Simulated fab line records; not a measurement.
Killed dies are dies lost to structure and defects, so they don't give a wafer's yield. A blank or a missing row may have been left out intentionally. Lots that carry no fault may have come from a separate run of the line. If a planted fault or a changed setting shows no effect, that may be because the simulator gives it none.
fab line records	flow rit_cmos	part 1 of 2: steps 1 to 34 of 47
[record] lots = 5	wafers = 15	last_day = 7
route steps=202 shown ACTIVE@4 FOX1@20 FOX2@23 NWELL@28 PWELL@39 WELLDRIVE@50
lots that met no fault: taken from a fault-free run of the same line
start_h: hours from the record's first day to the start of the lot's first wafer shown	wait_h: hours elapsed since this lot's preceding step	" repeats the value in the row above	L1.1+2: several wafers, shown together as one row	- no value, or no start given	* or withheld: withheld	< > ~ a bound
route shown NAME@n: a module of which the file shows steps, and the number in the route of the first	usual: mean/standard deviation of fault-free wafers	same: alike in all rows	chamber/n: place in a boat	sites: readings site by site	_std_site: standard deviation of those values	_edge_site: inner sites' mean taken away from outer sites' mean	radius_mm: for every site, how far away it sits from the centre of the wafer	mask NAME#n: copy n	behind: the tool/chamber that last shaped the wafer	hold: the reason the lot was held/the length of the hold in hours/how it ended	device: the n, p or np transistor that did not switch	end of line: the route-end tests of the same wafers	a step given without rows: its recipe and nothing more	killed: the dies lost at the first sort to structure and to defects; this is not the yield of the wafer	map: the dies of a wafer, with x for killed, . for not killed, _ for no die there
set.NAME: the setting that was run; set.NAME@STEP: the one run at that earlier step	model.NAME: the simulator's own value behind a step, which no gauge read
lots at some steps of the route; a table a step, a row a wafer
services: the hour from which a tool's chamber was out of use, counted from the record's first day as start_h (under 0 if before that day), plus the number of hours and why
[[steps]]
[step RIT_ACTIVE_CVD_03]
[recipe] material = Si3N4	target_thk_nm = 150	temp_c = 810	precursor = SiH2Cl2/NH3	time_s = 1500	pressure_mtorr = 300	sih2cl2_flow_sccm = 60	nh3_flow_sccm = 150
[usual] spike_tc_centre_C = 812.2/1.1
[same] time_s = 1500
lot.wafer	tool	chamber	start_h	wait_h	spike_tc_centre_C
L076.2	lpcvd-01	0	22.91	0.0	816.4
L076.4	"	0	"	"	812.5
L076.5	"	0	"	"	811.2
L080.1	lpcvd-02	0	42.72	0.7	812.5
L080.5	"	0	"	"	812.1
L080.6	"	0	"	"	812.7
L085.2	lpcvd-01	1	67.65	0.0	810.3
L085.3	"	1	"	"	810.2
L085.5	"	1	"	"	813.1
L091.4	lpcvd-01	0	97.11	0.0	812.8
L091.5	"	0	"	"	812.3
L091.6	"	0	"	"	813.3
L095.2	lpcvd-01	1	117.88	0.0	810.2
L095.5	"	1	"	"	812.0
L095.6	"	1	"	"	811.1
[step RIT_ACTIVE_THK_MEAS_04]
[recipe] reads = Si3N4_of_ACTIVE_CVD_03
[usual] ACTIVE_NITRIDE_THK = 149.2/1.5
lot.wafer	tool	chamber	start_h	wait_h	ACTIVE_NITRIDE_THK[nm]
L076.2	film_metro-04	-	24.34	0.0	149.8
L076.4	"	-	"	"	149.5
L076.5	"	-	"	"	149.8
L080.1	film_metro-02	-	44.14	0.0	149.6
L080.5	"	-	"	"	149.5
L080.6	"	-	"	"	151.4
L085.2	film_metro-04	-	69.07	0.0	150.8
L085.3	"	-	"	"	150.3
L085.5	"	-	"	"	150.8
L091.4	film_metro-01	-	98.56	0.0	148.7
L091.5	"	-	"	"	149.0
L091.6	"	-	"	"	148.9
L095.2	film_metro-02	-	119.30	0.0	148.1
L095.5	"	-	"	"	148.0
L095.6	"	-	"	"	147.9
[step RIT_ACTIVE_HMDS_05]
[recipe] prime_time_s = 60	prime_temp_c = 140
lot.wafer	tool	chamber	start_h	wait_h
L076.2+4+5	litho_track-04	0	24.41	0.1
L080.1+5+6	litho_track-04	0	44.20	0.1
L085.2+3+5	litho_track-02	0	69.15	0.1
L091.4+5+6	litho_track-03	0	98.67	0.1
L095.2+5+6	litho_track-03	0	119.38	0.1
[step RIT_ACTIVE_COAT_06]
[recipe] resist = NOVOLAK	spin_rpm = 3250	resist_thk_nm = 1008
lot.wafer	tool	chamber	start_h	wait_h
L076.2+4+5	litho_track-04	0	24.56	0.1
L080.1+5+6	litho_track-04	0	44.35	0.1
L085.2+3+5	litho_track-02	0	69.30	0.1
L091.4+5+6	litho_track-03	0	98.81	0.1
L095.2+5+6	litho_track-03	0	119.53	0.1
[step RIT_ACTIVE_SOFTBAKE_07]
[recipe] resist = NOVOLAK	temp_c = 90	time_s = 60
[same] time_s = 60
lot.wafer	tool	chamber	start_h	wait_h
L076.2+4+5	litho_track-04	0	24.71	0.1
L080.1+5+6	litho_track-04	0	44.50	0.1
L085.2+3+5	litho_track-02	0	69.45	0.1
L091.4+5+6	litho_track-03	0	98.97	0.1
L095.2+5+6	litho_track-03	0	119.68	0.1
[step RIT_ACTIVE_EXPOSE_08]
[recipe] mask_id = M1	na = 0.6	source_shape = conventional	sigma_outer = 0.6	target_cd_nm = 1400	dose_mj = 225
[same] sigma_outer = 0.6
lot.wafer	tool	chamber	start_h	wait_h	mask
L076.2+4+5	iline_stepper-01	0	24.98	0.2	M1#0
L080.1+5+6	iline_stepper-01	0	44.65	0.1	M1#0
L085.2+3+5	iline_stepper-01	0	69.59	0.1	M1#0
L091.4+5+6	iline_stepper-02	0	99.10	0.1	M1#0
L095.2+5+6	iline_stepper-01	0	119.95	0.2	M1#0
[step RIT_ACTIVE_PEB_09]
[recipe] resist = NOVOLAK	temp_c = withheld	time_s = withheld
lot.wafer	tool	chamber	start_h	wait_h
L076.2+4+5	litho_track-04	0	25.10	0.1
L080.1+5+6	litho_track-03	0	44.77	0.1
L085.2+3+5	litho_track-04	0	69.72	0.1
L091.4+5+6	litho_track-03	0	99.23	0.1
L095.2+5+6	litho_track-04	0	120.07	0.1
[step RIT_ACTIVE_DEVELOP_10]
[recipe] resist = NOVOLAK	develop_time_s = 50	dev_temp_c = 23
lot.wafer	tool	chamber	start_h	wait_h
L076.2+4+5	litho_track-04	0	-	-
L080.1+5+6	litho_track-03	0	-	-
L085.2+3+5	litho_track-04	0	-	-
L091.4+5+6	litho_track-03	0	-	-
L095.2+5+6	litho_track-04	0	-	-
[step RIT_ACTIVE_CD_MEAS_11]
[recipe] target_cd_nm = 1400
[usual] cd_nm = 1399.9/2.7
lot.wafer	tool	chamber	start_h	wait_h	cd_nm
L076.2	cd_sem-01	-	25.38	-	1402.5
L076.4	"	-	"	"	1403.9
L076.5	"	-	"	"	1405.4
L080.1	cd_sem-01	-	45.05	-	1402.7
L080.5	"	-	"	"	1400.1
L080.6	"	-	"	"	1401.3
L085.2	cd_sem-02	-	69.99	-	1404.6
L085.3	"	-	"	"	1402.4
L085.5	"	-	"	"	1403.8
L091.4	cd_sem-02	-	99.50	-	1397.0
L091.5	"	-	"	"	1397.5
L091.6	"	-	"	"	1395.7
L095.2	cd_sem-02	-	120.35	-	1400.4
L095.5	"	-	"	"	1400.6
L095.6	"	-	"	"	1400.6
[step RIT_ACTIVE_HARDBAKE_12]
[recipe] resist = NOVOLAK	temp_c = 140	time_s = 60
[same] time_s = 60
lot.wafer	tool	chamber	start_h	wait_h
L076.2+4+5	litho_track-02	0	25.51	0.1
L080.1+5+6	litho_track-02	0	45.17	0.1
L085.2+3+5	litho_track-04	0	70.12	0.1
L091.4+5+6	litho_track-03	0	99.63	0.1
L095.2+5+6	litho_track-02	0	120.47	0.1
[step RIT_ACTIVE_ETCH_13]
[recipe] stop_on = SiO2	chemistry = SF6	target = Si3N4	time_s = 210	over_etch_frac = 0.4238	SF6_flow_sccm = 200	pressure_mtorr = 260	rf_w = 125	target_depth_a = 2100
[usual] drypump_motor_current_A = 5.8/0.5	oes_product_au = 0.805/0.018	throttle_valve_pct = 7.49/0.13
[same] time_s = 210
lot.wafer	tool	chamber	start_h	wait_h	drypump_motor_current_A	oes_product_au	rf_hours_counter_h	throttle_valve_pct
L076.2	rie_diel-03	3	25.63	0.1	6.5	0.785	97	7.32
L076.4	"	2	"	"	6.6	0.794	20	7.51
L076.5	"	2	"	"	6.6	0.802	-	7.52
L080.1	rie_diel-03	2	45.32	0.1	6.6	0.789	20	7.51
L080.5	"	1	"	"	5.9	0.843	-	7.46
L080.6	"	0	"	"	5.7	0.799	-	7.66
L085.2	rie_diel-01	1	70.24	0.1	5.8	0.828	151	7.62
L085.3	"	2	"	"	5.3	0.809	119	7.34
L085.5	"	2	"	"	5.2	0.803	-	7.31
L091.4	rie_diel-01	0	99.71	0.1	6.5	0.801	72	7.20
L091.5	"	1	"	"	5.8	0.831	-	7.60
L091.6	"	2	"	"	5.2	0.799	-	7.32
L095.2	rie_diel-04	2	120.60	0.1	5.6	0.783	103	7.68
L095.5	"	0	"	"	5.7	0.785	-	7.32
L095.6	"	1	"	"	5.2	0.827	-	7.55
[step RIT_ACTIVE_STRIP_14]
[recipe] chemistry = O2	time_s = 180	resist = NOVOLAK	platen_temp_c = withheld	power_w = 500	pressure_mtorr = 4000	o2_flow_sccm = 4000
[usual] drypump_motor_current_A = 5.6/0.34
[same] time_s = 180
lot.wafer	tool	chamber	start_h	wait_h	drypump_motor_current_A	rf_hours_counter_h
L076.2	plasma_asher-03	0	25.77	0.1	5.8	40
L076.4	"	0	"	"	5.8	-
L076.5	"	1	"	"	5.7	-
L080.1	plasma_asher-04	1	45.45	0.1	6.0	38
L080.5	"	1	"	"	6.0	-
L080.6	"	0	"	"	5.1	-
L085.2	plasma_asher-04	1	70.38	0.1	6.0	41
L085.3	"	0	"	"	5.1	-
L085.5	"	1	"	"	6.0	-
L091.4	plasma_asher-04	1	99.90	0.1	6.0	-
L091.5	"	1	"	"	6.0	-
L091.6	"	0	"	"	5.1	-
L095.2	plasma_asher-03	0	120.73	0.1	5.7	52
L095.5	"	0	"	"	5.8	-
L095.6	"	1	"	"	5.7	-
[step RIT_ACTIVE_CD_MEAS_90]
[recipe] target_cd_nm = 1400
[usual] cd_nm = 1399.8/2.7
lot.wafer	tool	chamber	start_h	wait_h	cd_nm
L076.2	cd_sem-02	-	25.96	0.1	1402.6
L076.4	"	-	"	"	1403.5
L076.5	"	-	"	"	1405.6
L080.1	cd_sem-02	-	45.63	0.1	1402.9
L080.5	"	-	"	"	1400.5
L080.6	"	-	"	"	1400.5
L085.2	cd_sem-02	-	70.57	0.1	1404.4
L085.3	"	-	"	"	1402.4
L085.5	"	-	"	"	1404.3
L091.4	cd_sem-01	-	100.08	0.1	1397.1
L091.5	"	-	"	"	1397.9
L091.6	"	-	"	"	1396.2
L095.2	cd_sem-02	-	120.93	0.1	1400.0
L095.5	"	-	"	"	1400.6
L095.6	"	-	"	"	1400.1
[step RIT_ACTIVE_CLEAN_15]
[recipe] chemistry = SC1	mix = 3:3:50	time_s = 600	temp_c = 75
[same] time_s = 600
lot.wafer	tool	chamber	start_h	wait_h
L076.2+4+5	wet_bench-02	3	26.06	0.1
L080.1+5+6	wet_bench-01	0	45.75	0.1
L085.2+3+5	wet_bench-04	2	70.67	0.1
L091.4+5+6	wet_bench-01	2	100.14	0.0
L095.2+5+6	wet_bench-01	2	121.03	0.1
[step RIT_ACTIVE_CLEAN_16]
[recipe] chemistry = dHF	dilution = 50:1	time_s = 30
[same] time_s = 30
lot.wafer	tool	chamber	start_h	wait_h
L076.2+4+5	wet_bench-01	2	26.24	0.0
L080.1+5+6	wet_bench-02	0	45.92	0.0
L085.2+3+5	wet_bench-02	1	70.85	0.0
L091.4+5+6	wet_bench-02	1	100.31	0.0
L095.2+5+6	wet_bench-04	3	121.20	0.0
[step RIT_ACTIVE_CLEAN_17]
[recipe] chemistry = SC2	mix = 3:3:50	time_s = 600	temp_c = 75	dry = n2_spin
[same] time_s = 600
lot.wafer	tool	chamber	start_h	wait_h
L076.2+4+5	wet_bench-04	0	26.25	0.0
L080.1+5+6	wet_bench-04	1	45.94	0.0
L085.2+3+5	wet_bench-04	1	70.87	0.0
L091.4+5+6	wet_bench-01	0	100.33	0.0
L095.2+5+6	wet_bench-01	1	121.22	0.0
[step RIT_FOX1_OXIDATION_00]
[recipe] temp_c = 1100	ambient = H2O	target_thk_a = 3507	p_h2o_torr = 720	ox_time_s = 1130
[usual] spike_tc_centre_C = 1102.7/1.2
lot.wafer	tool	chamber	start_h	wait_h	spike_tc_centre_C
L076.2	furnace-02	0	26.43	0.0	1101.8
L076.4	"	0	"	"	1101.0
L076.5	"	0	"	"	1101.5
L080.1	furnace-04	0	47.87	1.8	1102.3
L080.5	"	0	"	"	1101.9
L080.6	"	0	"	"	1102.0
L085.2	furnace-04	0	72.96	1.9	1102.3
L085.3	"	0	"	"	1102.6
L085.5	"	0	"	"	1102.8
L091.4	furnace-04	0	100.50	0.0	1102.3
L091.5	"	0	"	"	1100.3
L091.6	"	0	"	"	1105.0
L095.2	furnace-02	0	121.39	0.0	1103.2
L095.5	"	0	"	"	1104.7
L095.6	"	0	"	"	1103.1
[step RIT_FOX1_THK_MEAS_01]
[recipe] reads = SiO2_of_FOX1_OXIDATION_00
[usual] FOX1_OXIDE_THK = 352/6.8
lot.wafer	tool	chamber	start_h	wait_h	FOX1_OXIDE_THK[nm]
L076.2	film_metro-03	-	27.75	0.0	352
L076.4	"	-	"	"	352
L076.5	"	-	"	"	350
L080.1	film_metro-01	-	49.18	0.0	364
L080.5	"	-	"	"	358
L080.6	"	-	"	"	361
L085.2	film_metro-03	-	74.29	0.0	354
L085.3	"	-	"	"	359
L085.5	"	-	"	"	356
L091.4	film_metro-01	-	101.85	0.0	353
L091.5	"	-	"	"	353
L091.6	"	-	"	"	352
L095.2	film_metro-02	-	122.72	0.0	360
L095.5	"	-	"	"	355
L095.6	"	-	"	"	351
[step RIT_FOX1_WET_ETCH_02]
[recipe] chemistry = BOE	target_depth_nm = 350	time_s = 390	temp_c = 21.5	dry = n2_spin	dilution = 10:1	target = SiO2
[same] time_s = 390
lot.wafer	tool	chamber	start_h	wait_h
L076.2+4+5	wet_bench-02	3	27.80	0.0
L080.1+5+6	wet_bench-03	3	49.24	0.1
L085.2+3+5	wet_bench-01	2	74.34	0.0
L091.4+5+6	wet_bench-02	3	101.88	0.0
L095.2+5+6	wet_bench-02	1	122.77	0.0
[step RIT_FOX2_OXIDATION_00]
[recipe] temp_c = 1100	ambient = H2O	target_thk_a = 3507	p_h2o_torr = 720	ox_time_s = 1169
[usual] spike_tc_centre_C = 1102.7/1
lot.wafer	tool	chamber	start_h	wait_h	spike_tc_centre_C
L076.2	furnace-02	0	27.92	0.0	1102.7
L076.4	"	0	"	"	1102.8
L076.5	"	0	"	"	1101.6
L080.1	furnace-02	0	49.36	0.0	1101.7
L080.5	"	0	"	"	1102.0
L080.6	"	0	"	"	1102.4
L085.2	furnace-03	0	74.79	0.3	1101.2
L085.3	"	0	"	"	1102.5
L085.5	"	0	"	"	1104.0
L091.4	furnace-04	0	102.00	0.0	1102.5
L091.5	"	0	"	"	1101.9
L091.6	"	0	"	"	1103.3
L095.2	furnace-02	0	122.88	0.0	1101.5
L095.5	"	0	"	"	1102.9
L095.6	"	0	"	"	1103.3
[step RIT_FOX2_THK_MEAS_01]
[recipe] reads = SiO2_of_FOX2_OXIDATION_00
[usual] FOX2_OXIDE_THK = 358/6.8
lot.wafer	tool	chamber	start_h	wait_h	FOX2_OXIDE_THK[nm]
L076.2	film_metro-03	-	29.24	0.0	365
L076.4	"	-	"	"	364
L076.5	"	-	"	"	359
L080.1	film_metro-03	-	50.67	0.0	352
L080.5	"	-	"	"	352
L080.6	"	-	"	"	346
L085.2	film_metro-03	-	76.11	0.0	346
L085.3	"	-	"	"	348
L085.5	"	-	"	"	344
L091.4	film_metro-03	-	103.34	0.0	369
L091.5	"	-	"	"	368
L091.6	"	-	"	"	362
L095.2	film_metro-01	-	124.21	0.0	362
L095.5	"	-	"	"	358
L095.6	"	-	"	"	360
[step RIT_FOX2_CLEAN_02]
[recipe] chemistry = dHF	dilution = 50:1	time_s = 180
[same] time_s = 180
lot.wafer	tool	chamber	start_h	wait_h
L076.2+4+5	wet_bench-04	1	29.29	0.0
L080.1+5+6	wet_bench-04	1	50.73	0.1
L085.2+3+5	wet_bench-03	0	76.16	0.0
L091.4+5+6	wet_bench-04	2	103.37	0.0
L095.2+5+6	wet_bench-04	1	124.26	0.0
[step RIT_FOX2_WET_ETCH_03]
[recipe] chemistry = H3PO4	target = Si3N4	target_depth_nm = 195	temp_c = 165	time_s = 2700
[same] time_s = 2700
lot.wafer	tool	chamber	start_h	wait_h
L076.2+4+5	wet_bench-02	0	29.35	0.0
L080.1+5+6	wet_bench-03	0	50.79	0.0
L085.2+3+5	wet_bench-02	3	76.29	0.1
L091.4+5+6	wet_bench-04	2	103.44	0.0
L095.2+5+6	wet_bench-02	1	124.32	0.0
[step RIT_FOX2_THK_MEAS_90]
[recipe] reads = SiO2_of_FOX2_OXIDATION_00
[usual] FIELD_OXIDE_LEFT_1_THK = 331/6.8
lot.wafer	tool	chamber	start_h	wait_h	FIELD_OXIDE_LEFT_1_THK[nm]
L076.2	film_metro-03	-	30.12	0.0	337
L076.4	"	-	"	"	336
L076.5	"	-	"	"	330
L080.1	film_metro-03	-	51.55	0.0	326
L080.5	"	-	"	"	325
L080.6	"	-	"	"	319
L085.2	film_metro-03	-	77.13	0.0	319
L085.3	"	-	"	"	321
L085.5	"	-	"	"	317
L091.4	film_metro-01	-	104.37	0.0	341
L091.5	"	-	"	"	341
L091.6	"	-	"	"	335
L095.2	film_metro-03	-	125.08	0.0	334
L095.5	"	-	"	"	330
L095.6	"	-	"	"	333
[step RIT_NWELL_HMDS_00]
[recipe] prime_time_s = 60	prime_temp_c = 140
lot.wafer	tool	chamber	start_h	wait_h
L076.2+4+5	litho_track-03	0	30.19	0.1
L080.1+5+6	litho_track-01	0	51.61	0.1
L085.2+3+5	litho_track-01	0	77.20	0.1
L091.4+5+6	litho_track-03	0	104.48	0.1
L095.2+5+6	litho_track-04	0	125.16	0.1
[step RIT_NWELL_COAT_01]
[recipe] resist = NOVOLAK	spin_rpm = 2000	resist_thk_nm = 1300
lot.wafer	tool	chamber	start_h	wait_h
L076.2+4+5	litho_track-03	0	30.34	0.1
L080.1+5+6	litho_track-01	0	51.76	0.1
L085.2+3+5	litho_track-01	0	77.35	0.1
L091.4+5+6	litho_track-03	0	104.63	0.1
L095.2+5+6	litho_track-04	0	125.31	0.1
[step RIT_NWELL_SOFTBAKE_02]
[recipe] resist = NOVOLAK	temp_c = 90	time_s = 60
[same] time_s = 60
lot.wafer	tool	chamber	start_h	wait_h
L076.2+4+5	litho_track-03	0	30.49	0.1
L080.1+5+6	litho_track-01	0	51.91	0.1
L085.2+3+5	litho_track-01	0	77.50	0.1
L091.4+5+6	litho_track-03	0	104.78	0.1
L095.2+5+6	litho_track-04	0	125.46	0.1
[step RIT_NWELL_EXPOSE_03]
[recipe] mask_id = M2	na = 0.57	target_cd_nm = 43900	dose_mj = 250
lot.wafer	tool	chamber	start_h	wait_h	mask
L076.2+4+5	iline_stepper-02	0	30.76	0.2	M2#0
L080.1+5+6	iline_stepper-02	0	52.06	0.1	M2#0
L085.2+3+5	iline_stepper-02	0	77.77	0.2	M2#0
L091.4+5+6	iline_stepper-01	0	105.03	0.2	M2#0
L095.2+5+6	iline_stepper-01	0	125.73	0.2	M2#0
[step RIT_NWELL_PEB_04]
[recipe] resist = NOVOLAK	temp_c = withheld	time_s = withheld
lot.wafer	tool	chamber	start_h	wait_h
L076.2+4+5	litho_track-04	0	30.89	0.1
L080.1+5+6	litho_track-03	0	52.20	0.1
L085.2+3+5	litho_track-03	0	77.90	0.1
L091.4+5+6	litho_track-03	0	105.17	0.1
L095.2+5+6	litho_track-04	0	125.85	0.1
[step RIT_NWELL_DEVELOP_05]
[recipe] resist = NOVOLAK	develop_time_s = 68	dev_temp_c = 23
lot.wafer	tool	chamber	start_h	wait_h
L076.2+4+5	litho_track-04	0	-	-
L080.1+5+6	litho_track-03	0	-	-
L085.2+3+5	litho_track-03	0	-	-
L091.4+5+6	litho_track-03	0	-	-
L095.2+5+6	litho_track-04	0	-	-
[step RIT_NWELL_OVL_MEAS_06]
[usual] NWELL_OVL = 1.6/1.4
lot.wafer	tool	chamber	start_h	wait_h	NWELL_OVL[nm]
L076.2	overlay-02	-	31.18	-	2.9
L076.4	"	-	"	"	2.3
L076.5	"	-	"	"	3.1
L080.1	overlay-02	-	52.51	-	0.9
L080.5	"	-	"	"	3.7
L080.6	"	-	"	"	1.3
L085.2	overlay-02	-	78.19	-	0.1
L085.3	"	-	"	"	1.1
L085.5	"	-	"	"	3.4
L091.4	overlay-02	-	105.42	-	0.9
L091.5	"	-	"	"	1.5
L091.6	"	-	"	"	1.4
L095.2	overlay-01	-	126.15	-	1.0
L095.5	"	-	"	"	-1.1
L095.6	"	-	"	"	-0.3
[step RIT_NWELL_HARDBAKE_07]
[recipe] resist = NOVOLAK	temp_c = 140	time_s = 120
[same] time_s = 120
lot.wafer	tool	chamber	start_h	wait_h
L076.2+4+5	litho_track-01	0	31.25	0.1
L080.1+5+6	litho_track-04	0	52.55	0.0
L085.2+3+5	litho_track-01	0	78.26	0.1
L091.4+5+6	litho_track-04	0	105.57	0.1
L095.2+5+6	litho_track-01	0	126.22	0.1
[step RIT_NWELL_IMPLANT_08]
[recipe] species = P	energy_kev = 170	dose_cm2 = 5.112e+13	tilt_deg = 7
[usual] end_station_pressure_torr = 5.14e-06/2.8e-07	tilt_deg = 6.997/0.021
lot.wafer	tool	chamber	start_h	wait_h	end_station_pressure_torr	tilt_deg
L076.2	implanter-03	0	31.49	0.2	5.3e-06	7.000
L076.4	"	0	"	"	5.15e-06	6.973
L076.5	"	0	"	"	5.23e-06	7.006
L080.1	implanter-02	0	52.80	0.2	5.42e-06	6.989
L080.5	"	0	"	"	4.94e-06	7.017
L080.6	"	0	"	"	4.81e-06	6.985
L085.2	implanter-03	0	78.49	0.2	5.22e-06	6.945
L085.3	"	0	"	"	5.16e-06	6.976
L085.5	"	0	"	"	5.38e-06	6.981
L091.4	implanter-01	0	105.77	0.2	5.34e-06	6.994
L091.5	"	0	"	"	5.21e-06	7.010
L091.6	"	0	"	"	5.42e-06	7.043
L095.2	implanter-02	0	126.45	0.2	4.65e-06	6.991
L095.5	"	0	"	"	5.12e-06	6.983
L095.6	"	0	"	"	5.1e-06	7.004
[step RIT_NWELL_STRIP_09]
[recipe] chemistry = O2	time_s = 180	resist = NOVOLAK	platen_temp_c = withheld	power_w = 500	pressure_mtorr = 4000	o2_flow_sccm = 4000
[usual] drypump_motor_current_A = 5.6/0.37
[same] time_s = 180
lot.wafer	tool	chamber	start_h	wait_h	drypump_motor_current_A	rf_hours_counter_h
L076.2	plasma_asher-03	0	31.61	0.1	5.8	41
L076.4	"	0	"	"	5.8	-
L076.5	"	1	"	"	5.7	-
L080.1	plasma_asher-03	1	52.95	0.1	5.7	43
L080.5	"	0	"	"	5.7	-
L080.6	"	1	"	"	5.7	-
L085.2	plasma_asher-03	0	78.62	0.1	5.8	46
L085.3	"	1	"	"	5.7	-
L085.5	"	0	"	"	5.8	-
L091.4	plasma_asher-01	0	105.90	0.1	5.0	-
L091.5	"	0	"	"	5.0	-
L091.6	"	1	"	"	6.0	-
L095.2	plasma_asher-03	1	126.58	0.1	5.7	52
L095.5	"	0	"	"	5.8	-
L095.6	"	1	"	"	5.7	-
